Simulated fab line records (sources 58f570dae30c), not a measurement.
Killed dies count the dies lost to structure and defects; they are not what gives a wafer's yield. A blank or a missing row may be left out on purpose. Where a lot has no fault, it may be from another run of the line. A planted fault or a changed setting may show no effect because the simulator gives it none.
Comparing a struck lot with a sound one :: flow berkeley cmos170 :: 18 steps out of a route of 331
Sound: wafers L749.2, L749.4, L749.6. The struck wafers were L754.2, L754.3, L754.6. At the end, the cause is stated.
For every step that has rows: the tool of each side, followed by ch and its chambers, followed by its first start. Under that, the readings that differ: sound wafers :: struck wafers :: difference of the means :: sigmas: that difference in standard deviations of wafers without a fault.
alike: same words and numbers on both sides, and readings whose means sit less than 2 such deviations apart. not compared: any withheld reading, any reading some wafer has no value for, any bound like >300 that may hide the same value, and any number with overlapping values for which the record gives no deviation.
The two part at a step that has a row with sigmas, a row that says differs or no value, or rows on one side only. When numbers do not overlap yet have no deviation, they are printed without sigmas and do not part them. A reading that every wafer of one side lacks parts them only if that side has two wafers or more.

first, 2 steps without rows for these wafers: UCB170_GATE_PEB_10; UCB170_GATE_DEVELOP_11 (develop time 45 s).
UCB170_GATE_CD_MEAS_12: target cd 350 nm.
  sound on cd sem-02, day 9 07:11; struck on cd sem-01, day 10 04:39
reading: cd nm (nm)
sound: 348.0 349.4 349.9
struck: 352.0 352.8 352.5
difference: +3.3
sigmas: +3
UCB170_GATE_OVL_MEAS_13:
  sound on overlay-01, day 9 07:17; struck on overlay-01, day 10 04:45
  alike: GATE_OVL
UCB170_GATE_ETCH_14: etches BARC in N2/H2.
  sound on rie diel-04 ch 0,2, day 9 07:19; struck on rie diel-01 ch 0,1, day 10 04:47
reading: chamber pressure mTorr (mTorr)
sound: 29.979 29.977 29.960
struck: 30.028 30.050 30.008
difference: +0.057
sigmas: +2
  alike: drypump motor current A, n2 flow sccm, oes product au, throttle valve pct
UCB170_GATE_ETCH_15: etches poly-Si in HBr/Cl2, stops on SiO2, time 56.3 s, target depth 278.2 nm.
  sound on rie si-01 ch 0,1,2, day 9 07:22; struck on rie si-01 ch 0,3, day 10 04:49
  alike: chamber pressure mTorr, drypump motor current A, oes product au, throttle valve pct
  not compared: rf hours counter h
UCB170_GATE_STRIP_16: strips in O2.
  sound on plasma asher-01 ch 0,1, day 9 07:25; struck on plasma asher-01 ch 0,1, day 10 04:52
  alike: chamber pressure mTorr, drypump motor current A, oes product au
  not compared: rf hours counter h
UCB170_GATE_CD_MEAS_90: target cd 350 nm.
  sound on cd sem-02, day 9 07:32; struck on cd sem-01, day 10 04:59
reading: cd nm (nm)
sound: 348.0 349.5 349.8
struck: 351.0 353.0 352.6
difference: +3.1
sigmas: +2
then, 4 steps without rows for these wafers: UCB170_GATE_CLEAN_17 (cleans in SPM, time 600 s); UCB170_PLDD_HMDS_00 (prime time 60 s); UCB170_PLDD_COAT_01 (resist thk 900 nm); UCB170_PLDD_SOFTBAKE_02 (time 60 s).
UCB170_PLDD_EXPOSE_03: exposes mask PSELECT, target cd 1200 nm.
  sound on krf scanner-01 ch 0, day 9 08:25; struck on krf scanner-01 ch 0, day 10 06:20
reading: exposure dose mJ cm2
sound: 29.977 29.998 29.969
struck: 31.345 31.293 31.294
difference: +1.329
sigmas: +46
  alike: mask, stage vel mm s
then, 2 steps without rows for these wafers: UCB170_PLDD_PEB_04; UCB170_PLDD_DEVELOP_05 (develop time 45 s).
UCB170_PLDD_CD_MEAS_06: target cd 1200 nm.
  sound on cd sem-02, day 9 08:49; struck on cd sem-02, day 10 07:04
reading: cd nm (nm)
sound: 1199.6 1200.0 1200.3
struck: 1207.5 1206.6 1208.0
difference: +7.4
sigmas: +6
UCB170_PLDD_OVL_MEAS_07:
  sound on overlay-01, day 9 08:55; struck on overlay-01, day 10 07:10
  alike: PLDD_OVL
UCB170_M3_PROBE_99:
  the record has rows for the struck wafers here (prober-02, day 12 00:12) and none for the sound ones

## WHERE THEY PART
At UCB170_GATE_CD_MEAS_12 first; at UCB170_M3_PROBE_99 last (within this record only).

WHY: what the simulator had put in
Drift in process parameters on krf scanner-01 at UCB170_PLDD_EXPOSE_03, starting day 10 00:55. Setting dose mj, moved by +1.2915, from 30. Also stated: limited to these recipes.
